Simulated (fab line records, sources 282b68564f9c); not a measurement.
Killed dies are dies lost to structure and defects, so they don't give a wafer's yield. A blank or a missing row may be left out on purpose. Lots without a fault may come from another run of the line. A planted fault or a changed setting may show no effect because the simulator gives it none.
fab line records | flow rit_cmos
record lots=6 wafers=18 last_day=7
route steps=202 shown SDANNEAL@153 PSD@157 NSD@158 PLDD@159 NLDD@160 SILICIDE@161 CONTACT@168 M1@184
lots that met no fault: from a run of the same line without faults
start_h: hours from the record's first day to the start of the lot's first wafer shown | wait_h: hours since the lot's step before | " the same as in the row above | L1.1+2: a row that stands for several wafers | - no value, or no start given | * or withheld: withheld | < > ~ a bound
route shown NAME@n: a module of which the file shows steps, and the number in the route of the first | usual: mean/standard deviation of fault-free wafers | same: alike in all rows | chamber/n: place in a boat | sites: the reading at each site | _std_site: their standard deviation | _edge_site: outer sites' mean less inner sites' | radius_mm: how far each site lies from the wafer's centre | mask NAME#n: copy n | behind: the tool/chamber that last shaped the wafer | hold: why the lot was held/for how many hours/how that ended | device: the transistor (n, p or np) that didn't switch | end of line: the same wafers' tests at the end of the route | a step without rows: its recipe alone | killed: dies lost to structure and defects at the first sort, not the wafer's yield | map: a wafer's dies, x killed, . not, _ none there
set.NAME: the setting as run; set.NAME@STEP: as run at that earlier step | model.NAME: the simulator's own value behind a step, which no gauge read
lots at some steps of the route; a table a step, a row a wafer
services: from which hour (start_h, from the record's first day; less than 0 if before it) a tool's chamber was out of use, for how many hours, and why
## steps
# step RIT_SDANNEAL_CLEAN_00
# recipe chemistry=SC1 mix=3:3:50 time_s=600 temp_c=75
# step RIT_SDANNEAL_CLEAN_01
# recipe chemistry=dHF dilution=50:1 time_s=30
# step RIT_SDANNEAL_CLEAN_02
# recipe chemistry=SC2 mix=3:3:50 time_s=600 temp_c=75 dry=n2_spin
# step RIT_SDANNEAL_RTA_03
# recipe temp_c=1050 time_s=5 idle_temp_c=600 ramp_up_c_per_s=342 ramp_down_c_per_s=171 cool_to_c=600 ambient=N2
# step RIT_SDANNEAL_RS_MEAS_04
# recipe thk_meas_gauge=four-point-probe
# usual PSD_RS=115.93/0.26
# columns lot.wafer tool chamber start_h wait_h PSD_RS[ohm/sq]
L868.1 film_metro-04 - 89.57 0.0 115.56
L868.3 " - " " 116.07
L868.4 " - " " 115.30
L869.2 film_metro-04 - 95.86 0.1 116.11
L869.4 " - " " 116.16
L869.5 " - " " 116.22
L873.2 film_metro-02 - 114.29 0.1 115.98
L873.3 " - " " 116.20
L873.4 " - " " 115.82
L874.1 film_metro-03 - 116.78 0.0 116.37
L874.5 " - " " 116.22
L874.6 " - " " 115.68
L876.3 film_metro-04 - 129.15 0.1 115.63
L876.4 " - " " 115.79
L876.5 " - " " 115.62
L883.1 film_metro-03 - 164.19 0.0 116.30
L883.3 " - " " 116.22
L883.5 " - " " 116.22
# step RIT_SDANNEAL_RS_MEAS_05
# recipe thk_meas_gauge=four-point-probe
# usual NSD_RS=84.58/0.25
# columns lot.wafer tool chamber start_h wait_h NSD_RS[ohm/sq]
L868.1 film_metro-04 - 89.69 0.1 84.58
L868.3 " - " " 84.57
L868.4 " - " " 84.67
L869.2 film_metro-04 - 95.98 0.1 84.40
L869.4 " - " " 84.34
L869.5 " - " " 84.79
L873.2 film_metro-02 - 114.41 0.1 84.60
L873.3 " - " " 84.42
L873.4 " - " " 84.34
L874.1 film_metro-03 - 116.90 0.1 84.95
L874.5 " - " " 84.98
L874.6 " - " " 84.86
L876.3 film_metro-04 - 129.27 0.1 84.73
L876.4 " - " " 85.00
L876.5 " - " " 84.85
L883.1 film_metro-03 - 164.31 0.1 84.75
L883.3 " - " " 84.61
L883.5 " - " " 84.75
# step RIT_SDANNEAL_RS_MEAS_06
# recipe thk_meas_gauge=four-point-probe
# usual PLDD_RS=178.8/0.34
# columns lot.wafer tool chamber start_h wait_h PLDD_RS[ohm/sq]
L868.1 film_metro-04 - 89.81 0.1 178.7
L868.3 " - " " 178.6
L868.4 " - " " 178.2
L869.2 film_metro-04 - 96.10 0.1 179.0
L869.4 " - " " 178.9
L869.5 " - " " 178.3
L873.2 film_metro-02 - 114.53 0.1 178.9
L873.3 " - " " 179.0
L873.4 " - " " 178.5
L874.1 film_metro-03 - 117.02 0.1 179.6
L874.5 " - " " 179.7
L874.6 " - " " 178.7
L876.3 film_metro-04 - 129.39 0.1 178.5
L876.4 " - " " 178.7
L876.5 " - " " 178.8
L883.1 film_metro-03 - 164.43 0.1 179.1
L883.3 " - " " 178.2
L883.5 " - " " 179.2
# step RIT_SDANNEAL_RS_MEAS_07
# recipe thk_meas_gauge=four-point-probe
# usual NLDD_RS=151.8/0.5
# columns lot.wafer tool chamber start_h wait_h NLDD_RS[ohm/sq]
L868.1 film_metro-04 - 89.93 0.1 151.4
L868.3 " - " " 151.2
L868.4 " - " " 151.1
L869.2 film_metro-04 - 96.22 0.1 151.6
L869.4 " - " " 151.8
L869.5 " - " " 151.4
L873.2 film_metro-02 - 114.65 0.1 152.3
L873.3 " - " " 151.8
L873.4 " - " " 152.4
L874.1 film_metro-03 - 117.14 0.1 152.6
L874.5 " - " " 152.7
L874.6 " - " " 152.5
L876.3 film_metro-04 - 129.51 0.1 151.3
L876.4 " - " " 151.3
L876.5 " - " " 151.5
L883.1 film_metro-03 - 164.55 0.1 151.4
L883.3 " - " " 151.7
L883.5 " - " " 152.0
# step RIT_SILICIDE_WET_ETCH_00
# recipe chemistry=BOE target=SiO2 target_depth_nm=14 time_s=15 dry=n2_spin dilution=10:1 temp_c=21.5
# step RIT_SILICIDE_SPUTTER_01
# recipe material=Ti target_thk_nm=30 power_w=350 chamber_pressure_pa=0.667 gas=Ar time_s=228.9 substrate_temp_c=25
# usual throttle_valve_pct=30.0/1.3
# columns lot.wafer tool chamber start_h wait_h throttle_valve_pct
L868.1 pvd_sputter-03 - 90.07 0.0 32.4
L868.3 " - " " 29.7
L868.4 " - " " 31.5
L869.2 pvd_sputter-01 - 96.34 0.0 28.5
L869.4 " - " " 30.0
L869.5 " - " " 28.6
L873.2 pvd_sputter-01 - 114.76 0.0 28.9
L873.3 " - " " 30.2
L873.4 " - " " 28.3
L874.1 pvd_sputter-02 - 117.27 0.0 28.4
L874.5 " - " " 28.3
L874.6 " - " " 27.8
L876.3 pvd_sputter-03 - 129.60 0.0 31.3
L876.4 " - " " 31.9
L876.5 " - " " 29.7
L883.1 pvd_sputter-01 - 164.69 0.0 30.2
L883.3 " - " " 28.6
L883.5 " - " " 30.4
# step RIT_SILICIDE_RS_MEAS_02
# recipe thk_meas_gauge=four-point-probe reads=Ti_of_SILICIDE_SPUTTER_01
# usual SILICIDE_TI_RS=51.3/0.8
# columns lot.wafer tool chamber start_h wait_h SILICIDE_TI_RS[ohm/sq]
L868.1 film_metro-03 - 90.22 0.1 50.9
L868.3 " - " " 50.8
L868.4 " - " " 50.3
L869.2 film_metro-01 - 96.51 0.1 51.3
L869.4 " - " " 52.4
L869.5 " - " " 52.7
L873.2 film_metro-04 - 114.93 0.1 49.9
L873.3 " - " " 51.2
L873.4 " - " " 51.4
L874.1 film_metro-04 - 117.42 0.1 53.4
L874.5 " - " " 51.7
L874.6 " - " " 51.6
L876.3 film_metro-04 - 129.79 0.1 51.3
L876.4 " - " " 51.1
L876.5 " - " " 51.2
L883.1 film_metro-01 - 164.84 0.1 51.9
L883.3 " - " " 52.6
L883.5 " - " " 51.7
# step RIT_SILICIDE_THK_MEAS_03
# recipe thk_meas_gauge=xrf reads=Ti_of_SILICIDE_SPUTTER_01
# usual SILICIDE_TI_THK=28.7/0.37
# columns lot.wafer tool chamber start_h wait_h SILICIDE_TI_THK[nm]
L868.1 film_metro-03 - 90.34 0.1 28.7
L868.3 " - " " 29.0
L868.4 " - " " 29.2
L869.2 film_metro-01 - 96.62 0.1 28.5
L869.4 " - " " 28.0
L869.5 " - " " 27.9
L873.2 film_metro-04 - 115.04 0.1 29.5
L873.3 " - " " 28.9
L873.4 " - " " 28.6
L874.1 film_metro-04 - 117.54 0.1 27.7
L874.5 " - " " 28.5
L874.6 " - " " 28.6
L876.3 film_metro-04 - 129.89 0.1 28.7
L876.4 " - " " 28.8
L876.5 " - " " 28.8
L883.1 film_metro-01 - 164.96 0.1 28.3
L883.3 " - " " 28.0
L883.5 " - " " 28.5
# step RIT_SILICIDE_RTA_04
# recipe temp_c=650 time_s=10 idle_temp_c=25 ramp_up_s=5 ramp_down_s=5 cool_to_c=25 ambient=N2
# usual wafer_temp_C_max=653.0/0.78
# columns lot.wafer tool chamber start_h wait_h wafer_temp_C_max
L868.1 rtp_anneal-01 0 90.40 0.1 654.1
L868.3 " 0 " " 652.6
L868.4 " 0 " " 653.1
L869.2 rtp_anneal-02 0 96.68 0.1 653.3
L869.4 " 0 " " 652.4
L869.5 " 0 " " 652.9
L873.2 rtp_anneal-02 0 115.10 0.1 653.0
L873.3 " 0 " " 652.4
L873.4 " 0 " " 653.1
L874.1 rtp_anneal-01 0 117.60 0.1 652.8
L874.5 " 0 " " 652.4
L874.6 " 0 " " 655.0
L876.3 rtp_anneal-01 0 129.96 0.1 652.5
L876.4 " 0 " " 652.2
L876.5 " 0 " " 653.2
L883.1 rtp_anneal-02 0 165.02 0.1 652.4
L883.3 " 0 " " 652.6
L883.5 " 0 " " 651.9
# step RIT_SILICIDE_WET_ETCH_05
# recipe chemistry=SPM target=Ti temp_c=90 time_s=120 dry=n2_spin
# step RIT_SILICIDE_RTA_06
# recipe temp_c=750 time_s=10 idle_temp_c=25 ramp_up_s=5 ramp_down_s=10 cool_to_c=25 ambient=N2
# usual wafer_temp_C_max=753.4/0.82
# columns lot.wafer tool chamber start_h wait_h wafer_temp_C_max
L868.1 rtp_anneal-02 0 90.50 0.0 753.9
L868.3 " 0 " " 752.8
L868.4 " 0 " " 752.0
L869.2 rtp_anneal-01 0 96.79 0.0 752.9
L869.4 " 0 " " 753.5
L869.5 " 0 " " 755.3
L873.2 rtp_anneal-01 0 115.21 0.0 753.0
L873.3 " 0 " " 753.7
L873.4 " 0 " " 754.7
L874.1 rtp_anneal-02 0 117.72 0.0 751.9
L874.5 " 0 " " 752.9
L874.6 " 0 " " 752.1
L876.3 rtp_anneal-02 0 130.07 0.0 752.7
L876.4 " 0 " " 753.1
L876.5 " 0 " " 752.4
L883.1 rtp_anneal-01 0 165.13 0.0 754.7
L883.3 " 0 " " 754.9
L883.5 " 0 " " 752.8
# step RIT_CONTACT_CVD_00
# recipe material=SiO2 target_thk_nm=400 precursor=TEOS temp_c=390 time_s=61 rf_w=400
# usual heater_power_w=316/69
# columns lot.wafer tool chamber start_h wait_h heater_power_w
L868.1 pecvd-01 0 90.57 0.1 324
L868.3 " 1 " " 336
L868.4 " 2 " " 247
L869.2 pecvd-02 1 96.84 0.0 372
L869.4 " 2 " " 255
L869.5 " 0 " " 242
L873.2 pecvd-04 2 115.27 0.0 493
L873.3 " 0 " " 340
L873.4 " 2 " " 371
L874.1 pecvd-01 2 117.78 0.1 228
L874.5 " 0 " " 281
L874.6 " 2 " " 242
L876.3 pecvd-04 1 130.11 0.0 365
L876.4 " 1 " " 376
L876.5 " 2 " " 490
L883.1 pecvd-01 2 165.19 0.1 219
L883.3 " 1 " " 333
L883.5 " 1 " " 344
# step RIT_CONTACT_THK_MEAS_01
# recipe reads=SiO2_of_CONTACT_CVD_00
# usual CONTACT_TEOS_THK=400/6.4
# columns lot.wafer tool chamber start_h wait_h CONTACT_TEOS_THK[nm]
L868.1 film_metro-02 - 90.62 0.0 400
L868.3 " - " " 408
L868.4 " - " " 397
L869.2 film_metro-01 - 96.90 0.0 400
L869.4 " - " " 408
L869.5 " - " " 411
L873.2 film_metro-02 - 115.33 0.0 393
L873.3 " - " " 395
L873.4 " - " " 398
L874.1 film_metro-02 - 117.83 0.0 391
L874.5 " - " " 398
L874.6 " - " " 398
L876.3 film_metro-04 - 130.18 0.0 392
L876.4 " - " " 397
L876.5 " - " " 395
L883.1 film_metro-02 - 165.24 0.0 391
L883.3 " - " " 398
L883.5 " - " " 407
# step RIT_CONTACT_HMDS_02
# recipe prime_time_s=60 prime_temp_c=140
# step RIT_CONTACT_COAT_03
# recipe resist=NOVOLAK spin_rpm=3250 resist_thk_nm=1000
# step RIT_CONTACT_SOFTBAKE_04
# recipe resist=NOVOLAK temp_c=90 time_s=60
# step RIT_CONTACT_EXPOSE_05
# recipe mask_id=M11 na=0.6 source_shape=conventional sigma_outer=0.5 target_cd_nm=1000 dose_mj=250
# step RIT_CONTACT_PEB_06
# recipe resist=NOVOLAK temp_c=withheld time_s=withheld
# step RIT_CONTACT_DEVELOP_07
# recipe resist=NOVOLAK develop_time_s=125.5 dev_temp_c=23
# step RIT_CONTACT_CD_MEAS_08
# recipe target_cd_nm=1000
# usual cd_nm=1000.6/2.1
# columns lot.wafer tool chamber start_h wait_h cd_nm
L868.1 cd_sem-01 - 91.65 - 1000.5
L868.3 " - " " 999.9
L868.4 " - " " 999.0
L869.2 cd_sem-02 - 97.94 - 1001.5
L869.4 " - " " 1000.3
L869.5 " - " " 999.4
L873.2 cd_sem-02 - 116.49 - 997.9
L873.3 " - " " 997.7
L873.4 " - " " 998.0
L874.1 cd_sem-02 - 118.99 - 999.1
L874.5 " - " " 1001.5
L874.6 " - " " 1000.5
L876.3 cd_sem-02 - 131.23 - 1000.7
L876.4 " - " " 1001.7
L876.5 " - " " 1001.3
L883.1 cd_sem-02 - 166.50 - 1000.8
L883.3 " - " " 999.9
L883.5 " - " " 997.7
# step RIT_CONTACT_OVL_MEAS_09
# usual CONTACT_OVL=-0.5/1.2
# columns lot.wafer tool chamber start_h wait_h CONTACT_OVL[nm]
L868.1 overlay-02 - 91.77 0.1 -0.3
L868.3 " - " " -2.1
L868.4 " - " " -0.8
L869.2 overlay-01 - 98.04 0.1 -0.1
L869.4 " - " " 0.1
L869.5 " - " " 0.5
L873.2 overlay-02 - 116.60 0.1 -2.0
L873.3 " - " " -0.3
L873.4 " - " " -0.4
L874.1 overlay-02 - 119.11 0.1 1.0
L874.5 " - " " 0.5
L874.6 " - " " -0.3
L876.3 overlay-01 - 131.32 0.1 -0.9
L876.4 " - " " -2.1
L876.5 " - " " -1.9
L883.1 overlay-01 - 166.62 0.1 -1.4
L883.3 " - " " -0.4
L883.5 " - " " -0.9
# step RIT_CONTACT_HARDBAKE_10
# recipe resist=NOVOLAK temp_c=140 time_s=60
# step RIT_CONTACT_ETCH_11
# recipe target_depth_a=4800 over_etch_frac=0.2 stop_on=TiSi2 chemistry=CHF3/CF4/Ar target=SiO2 CHF3_flow_sccm=50 cf4_flow_sccm=10 Ar_flow_sccm=100 O2_flow_sccm=5 pressure_mtorr=100 rf_w=200 time_s=320
# step RIT_CONTACT_STRIP_12
# recipe chemistry=O2 time_s=180 resist=NOVOLAK platen_temp_c=withheld power_w=500 pressure_mtorr=4000 o2_flow_sccm=4000
# usual drypump_motor_current_A=5.41/0.25 o2_flow_sccm=4000/12
# columns lot.wafer tool chamber start_h wait_h drypump_motor_current_A o2_flow_sccm rf_hours_counter_h
L868.1 plasma_asher-03 0 92.15 0.1 5.15 3997 45
L868.3 " 0 " " 5.15 4016 -
L868.4 " 1 " " 5.13 4014 -
L869.2 plasma_asher-02 1 98.42 0.1 5.41 4000 44
L869.4 " 1 " " 5.41 3995 -
L869.5 " 0 " " 5.59 3994 -
L873.2 plasma_asher-02 1 116.97 0.1 5.45 4015 47
L873.3 " 0 " " 5.58 4009 -
L873.4 " 1 " " 5.42 4001 -
L874.1 plasma_asher-01 0 119.49 0.1 5.83 4012 33
L874.5 " 1 " " 5.11 3994 -
L874.6 " 0 " " 5.81 4001 -
L876.3 plasma_asher-02 0 131.75 0.2 5.60 3983 -
L876.4 " 1 " " 5.41 3993 -
L876.5 " 0 " " 5.59 4003 -
L883.1 plasma_asher-01 1 167.00 0.1 5.09 4005 38
L883.3 " 1 " " 5.09 4002 -
L883.5 " 1 " " 5.08 4005 -
# step RIT_CONTACT_CD_MEAS_90
# recipe target_cd_nm=1000
# usual cd_nm=1000.5/2.1
# columns lot.wafer tool chamber start_h wait_h cd_nm
L868.1 cd_sem-01 - 92.32 0.1 1000.8
L868.3 " - " " 999.5
L868.4 " - " " 999.1
L869.2 cd_sem-01 - 98.61 0.1 1002.3
L869.4 " - " " 1000.1
L869.5 " - " " 999.4
L873.2 cd_sem-01 - 117.17 0.1 999.0
L873.3 " - " " 997.2
L873.4 " - " " 997.5
L874.1 cd_sem-01 - 119.66 0.1 998.7
L874.5 " - " " 1001.4
L874.6 " - " " 1000.6
L876.3 cd_sem-01 - 131.90 0.1 1000.5
L876.4 " - " " 1001.9
L876.5 " - " " 1000.7
L883.1 cd_sem-01 - 167.18 0.1 999.8
L883.3 " - " " 999.8
L883.5 " - " " 996.9
# step RIT_CONTACT_CLEAN_13
# recipe chemistry=SC1 mix=3:3:50 time_s=600 temp_c=75
# step RIT_CONTACT_CLEAN_14
# recipe chemistry=SC2 mix=3:3:50 time_s=600 temp_c=75 dry=n2_spin
# step RIT_M1_SPUTTER_00
# recipe material=Al target_thk_nm=400 power_w=2000 chamber_pressure_pa=0.4 gas=Ar time_s=488.3 substrate_temp_c=25
# usual throttle_valve_pct=29.8/1.3
# columns lot.wafer tool chamber start_h wait_h throttle_valve_pct
L868.1 pvd_sputter-04 - 92.79 0.0 30.7
L868.3 " - " " 29.7
L868.4 " - " " 30.1
L869.2 pvd_sputter-02 - 99.06 0.0 28.7
L869.4 " - " " 28.2
L869.5 " - " " 28.3
L873.2 pvd_sputter-03 - 117.65 0.0 32.0
L873.3 " - " " 29.8
L873.4 " - " " 31.3
L874.1 pvd_sputter-04 - 120.15 0.0 29.9
L874.5 " - " " 29.9
L874.6 " - " " 30.9
L876.3 pvd_sputter-04 - 132.35 0.0 30.0
L876.4 " - " " 30.8
L876.5 " - " " 30.1
L883.1 pvd_sputter-03 - 167.67 0.0 31.9
L883.3 " - " " 29.4
L883.5 " - " " 32.1
# step RIT_M1_RS_MEAS_01
# recipe thk_meas_gauge=four-point-probe reads=Al_of_M1_SPUTTER_00
# usual M1_AL_RS=0.0751/0.00098
# columns lot.wafer tool chamber start_h wait_h M1_AL_RS[ohm/sq]
L868.1 film_metro-04 - 93.09 0.2 0.0735
L868.3 " - " " 0.0738
L868.4 " - " " 0.0743
L869.2 film_metro-04 - 99.38 0.2 0.0743
L869.4 " - " " 0.0743
L869.5 " - " " 0.0748
L873.2 film_metro-04 - 117.96 0.2 0.0766
L873.3 " - " " 0.0766
L873.4 " - " " 0.0756
L874.1 film_metro-03 - 120.44 0.2 0.0758
L874.5 " - " " 0.0758
L874.6 " - " " 0.0760
L876.3 film_metro-03 - 132.69 0.2 0.0751
L876.4 " - " " 0.0748
L876.5 " - " " 0.0748
L883.1 film_metro-02 - 167.96 0.2 0.0760
L883.3 " - " " 0.0757
L883.5 " - " " 0.0763
# step RIT_M1_THK_MEAS_02
# recipe thk_meas_gauge=xrf reads=Al_of_M1_SPUTTER_00
# usual M1_AL_THK=384/4.9
# columns lot.wafer tool chamber start_h wait_h M1_AL_THK[nm]
L868.1 film_metro-04 - 93.21 0.1 391
L868.3 " - " " 390
L868.4 " - " " 390
L869.2 film_metro-04 - 99.49 0.1 389
L869.4 " - " " 390
L869.5 " - " " 385
L873.2 film_metro-04 - 118.07 0.1 378
L873.3 " - " " 378
L873.4 " - " " 383
L874.1 film_metro-03 - 120.56 0.1 379
L874.5 " - " " 385
L874.6 " - " " 380
L876.3 film_metro-03 - 132.79 0.1 387
L876.4 " - " " 387
L876.5 " - " " 384
L883.1 film_metro-02 - 168.08 0.1 380
L883.3 " - " " 378
L883.5 " - " " 379
# step RIT_M1_HMDS_03
# recipe prime_time_s=60 prime_temp_c=140
# step RIT_M1_COAT_04
# recipe resist=NOVOLAK spin_rpm=2000 resist_thk_nm=1300
# step RIT_M1_SOFTBAKE_05
# recipe resist=NOVOLAK temp_c=90 time_s=60
# step RIT_M1_EXPOSE_06
# recipe mask_id=M12 na=0.6 source_shape=conventional sigma_outer=0.5 target_cd_nm=2600 dose_mj=250
# step RIT_M1_PEB_07
# recipe resist=NOVOLAK temp_c=withheld time_s=withheld
# step RIT_M1_DEVELOP_08
# recipe resist=NOVOLAK develop_time_s=70.99 dev_temp_c=23
# step RIT_M1_CD_MEAS_09
# recipe target_cd_nm=2600
# usual cd_nm=2600.4/2.1
# columns lot.wafer tool chamber start_h wait_h cd_nm
L868.1 cd_sem-02 - 94.15 - 2601.5
L868.3 " - " " 2601.2
L868.4 " - " " 2601.4
L869.2 cd_sem-01 - 100.44 - 2598.1
L869.4 " - " " 2596.6
L869.5 " - " " 2597.4
L873.2 cd_sem-01 - 119.02 - 2601.6
L873.3 " - " " 2600.4
L873.4 " - " " 2604.8
L874.1 cd_sem-02 - 121.57 - 2603.5
L874.5 " - " " 2604.1
L874.6 " - " " 2601.0
L876.3 cd_sem-01 - 133.75 - 2601.7
L876.4 " - " " 2601.6
L876.5 " - " " 2603.1
L883.1 cd_sem-01 - 169.14 - 2597.2
L883.3 " - " " 2597.6
L883.5 " - " " 2596.8
# step RIT_M1_OVL_MEAS_10
# usual M1_OVL=-0.3/1.3
# columns lot.wafer tool chamber start_h wait_h M1_OVL[nm]
L868.1 overlay-02 - 94.27 0.1 -1.2
L868.3 " - " " 0.0
L868.4 " - " " -0.1
L869.2 overlay-02 - 100.54 0.1 -2.3
L869.4 " - " " -2.2
L869.5 " - " " -1.8
L873.2 overlay-01 - 119.13 0.1 -0.7
L873.3 " - " " 0.1
L873.4 " - " " -2.5
L874.1 overlay-02 - 121.69 0.1 1.1
L874.5 " - " " 0.7
L874.6 " - " " -2.0
L876.3 overlay-02 - 133.84 0.1 -0.7
L876.4 " - " " 1.4
L876.5 " - " " 2.3
L883.1 overlay-01 - 169.26 0.1 2.3
L883.3 " - " " 1.6
L883.5 " - " " 0.2
# step RIT_M1_PROBE_99
# usual killed_at_front_end=7.1/2.7 killed_dies=7.2/2.7 killed_open=3.5/1.9 killed_short=3.6/1.9
# same gross_dies=264 killed_at_M0_to_M3=0 killed_at_M4_up=0 killed_at_back_side=0 killed_at_contacts=0 killed_at_other=0
# columns lot.wafer tool chamber start_h wait_h killed_at_front_end killed_dies killed_open killed_short model.etest.npoly_line.rs_ohm_sq model.etest.ppoly_line.rs_ohm_sq model.etest.npoly_sal.rs_ohm_sq model.etest.ppoly_sal.rs_ohm_sq model.etest.nplus_sal.rs_ohm_sq model.etest.pplus_sal.rs_ohm_sq model.etest.pplus_sal.line_ohm_um model.etest.nplus_sal.line_ohm_um
L868.1 prober-01 - 96.97 0.1 10 10 3 6 17.62 17.08 4.47 4.474 4.466 4.461 1.305 1.283
L868.3 prober-01 - 97.07 0.2 5 5 3 1 17.77 17.18 4.503 4.484 4.436 4.438 1.299 1.286
L868.4 prober-01 - 97.12 0.2 4 4 1 2 17.42 16.99 4.483 4.408 4.395 4.395 1.289 1.276
L869.2 prober-02 - 103.27 0.1 4 4 1 3 17.7 17.27 4.574 4.502 4.507 4.515 1.288 1.274
L869.4 prober-02 - 103.37 0.2 3 3 1 2 17.79 17.27 4.639 4.645 4.566 4.562 1.316 1.306
L869.5 prober-02 - 103.42 0.2 8 8 6 2 17.81 17.41 4.602 4.614 4.566 4.585 1.339 1.32
L873.2 prober-02 - 121.89 0.1 4 4 2 2 17.34 16.9 4.452 4.407 4.395 4.423 1.291 1.282
L873.3 prober-02 - 121.94 0.2 6 6 4 2 17.54 16.98 4.513 4.492 4.441 4.479 1.284 1.291
L873.4 prober-02 - 121.99 0.2 11 11 6 5 17.61 17.04 4.517 4.493 4.476 4.511 1.311 1.306
L874.1 prober-01 - 124.62 0.1 4 4 1 3 17.83 17.18 4.59 4.545 4.519 4.515 1.298 1.304
L874.5 prober-01 - 124.82 0.2 3 3 1 2 17.38 16.94 4.462 4.436 4.447 4.414 1.257 1.276
L874.6 prober-01 - 124.87 0.2 2 2 1 1 17.31 16.95 4.425 4.418 4.439 4.406 1.279 1.282
L876.3 prober-01 - 136.64 0.2 6 6 3 3 17.36 16.74 4.453 4.443 4.398 4.422 1.282 1.26
L876.4 prober-01 - 136.69 0.2 8 8 3 5 17.28 16.63 4.414 4.412 4.388 4.356 1.283 1.283
L876.5 prober-01 - 136.74 0.2 4 4 2 2 17.28 16.72 4.446 4.404 4.399 4.392 1.273 1.274
L883.1 prober-02 - 171.82 0.1 6 6 3 3 17.99 17.21 4.584 4.564 4.574 4.558 1.319 1.326
L883.3 prober-02 - 171.92 0.2 7 7 6 1 18.07 17.54 4.664 4.626 4.582 4.606 1.334 1.323
L883.5 prober-02 - 172.02 0.2 1 1 0 1 17.95 17.41 4.596 4.555 4.497 4.536 1.311 1.296
# killed by level:class
L868.1 SPACER:geometric_particle:short=2 SILICIDE:geometric_particle:open=2 FOX1:geometric_particle:short=1 FOX2:geometric_particle:short=1 GATE:geometric_particle:open=1 GATE:geometric_particle:short=1 SILICIDE:geometric_particle:short=1 NRETRO:coat_microbubble_printed=1
L868.3 SILICIDE:geometric_particle:open=3 GATE:geometric_particle:short=1 NRETRO:coat_microbubble_printed=1
L868.4 GATE:geometric_particle:short=2 GATE:geometric_particle:open=1 NRETRO:coat_microbubble_printed=1
L869.2 GATE:geometric_particle:short=2 SPACER:geometric_particle:short=1 SPACER:geometric_particle:open=1
L869.4 FOX1:geometric_particle:short=1 GATE:geometric_particle:open=1 SPACER:geometric_particle:short=1
L869.5 SILICIDE:geometric_particle:open=2 FOX1:geometric_particle:open=1 FOX2:geometric_particle:open=1 GATE:geometric_particle:short=1 GATE:geometric_particle:open=1 SPACER:geometric_particle:short=1 SPACER:geometric_particle:open=1
L873.2 FOX1:geometric_particle:open=1 GATE:geometric_particle:open=1 GATE:geometric_particle:short=1 SILICIDE:geometric_particle:short=1
L873.3 GATE:geometric_particle:open=2 REOX:geometric_particle:open=2 GATE:geometric_particle:short=1 REOX:geometric_particle:short=1
L873.4 SILICIDE:geometric_particle:open=3 FOX1:geometric_particle:short=2 GATE:geometric_particle:short=2 FOX1:geometric_particle:open=1 GATE:geometric_particle:open=1 REOX:geometric_particle:short=1 REOX:geometric_particle:open=1
L874.1 FOX1:geometric_particle:short=1 GATE:geometric_particle:short=1 SPACER:geometric_particle:open=1 SILICIDE:geometric_particle:short=1
L874.5 FOX2:geometric_particle:short=1 GATE:geometric_particle:short=1 GATE:geometric_particle:open=1
L874.6 GATE:geometric_particle:short=1 REOX:geometric_particle:open=1
L876.3 SILICIDE:geometric_particle:open=2 GATE:geometric_particle:open=1 GATE:geometric_particle:short=1 SPACER:geometric_particle:short=1 SILICIDE:geometric_particle:short=1
L876.4 GATE:geometric_particle:short=3 REOX:geometric_particle:short=1 REOX:geometric_particle:open=1 SPACER:geometric_particle:open=1 SILICIDE:geometric_particle:short=1 SILICIDE:geometric_particle:open=1
L876.5 SILICIDE:geometric_particle:short=2 FOX1:geometric_particle:open=1 SPACER:geometric_particle:open=1
L883.1 SPACER:geometric_particle:short=2 FOX2:geometric_particle:open=1 GATE:geometric_particle:open=1 REOX:geometric_particle:short=1 SPACER:geometric_particle:open=1
L883.3 GATE:geometric_particle:open=4 FOX1:geometric_particle:open=1 REOX:geometric_particle:open=1 SPACER:geometric_particle:short=1
L883.5 REOX:geometric_particle:short=1
## services
# columns tool chamber start_h hours kind
pvd_sputter-03 - 75.46 5.1 repair
pecvd-04 - 80.61 0.5 repair
pecvd-02 - 86.49 1.0 repair
pecvd-04 1 87.20 13.8 repair
pecvd-02 2 106.14 9.6 repair
plasma_asher-03 - 108.75 9.0 pm
plasma_asher-03 0 108.75 9.0 vent_cycle
plasma_asher-03 1 108.75 9.0 vent_cycle
plasma_asher-02 - 109.58 2.8 pm
plasma_asher-03 0 117.75 - clean
plasma_asher-03 1 117.75 - clean
pecvd-02 1 118.88 5.6 repair
rtp_anneal-01 - 158.18 3.7 pm
pecvd-02 - 165.69 1.1 repair
plasma_asher-03 - 166.44 2.8 pm
## key
first_sign none at tools or gauges
model_effect step=RIT_M1_PROBE_99 value=etest.npoly_line.rs_ohm_sq without=17.76 struck=17.41
met_at RIT_SILICIDE_RTA_04
struck_wafers L874.1,L874.5,L874.6,L876.3,L876.4,L876.5
tester_left_out L874,L876
onset_between 90.40 117.60
also_fits RIT_SILICIDE_RTA_06:rtp_anneal-02,RIT_M1_SPUTTER_00:pvd_sputter-04
fault kind=process_parameter_drift tool=rtp_anneal-01 chamber=- onset_h=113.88 steps=RIT_SILICIDE_RTA_04 channel=time_s offset=* shape=step end_h=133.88 acts_in=* stated=*
# tester_left_out: of these lots the tester's yield and bins aren't shown, on N5 and GAA mostly nor the transistor test; their killed dies are dies lost to structure and defects alone, not to doping, threshold or leakage, so they don't give the yield
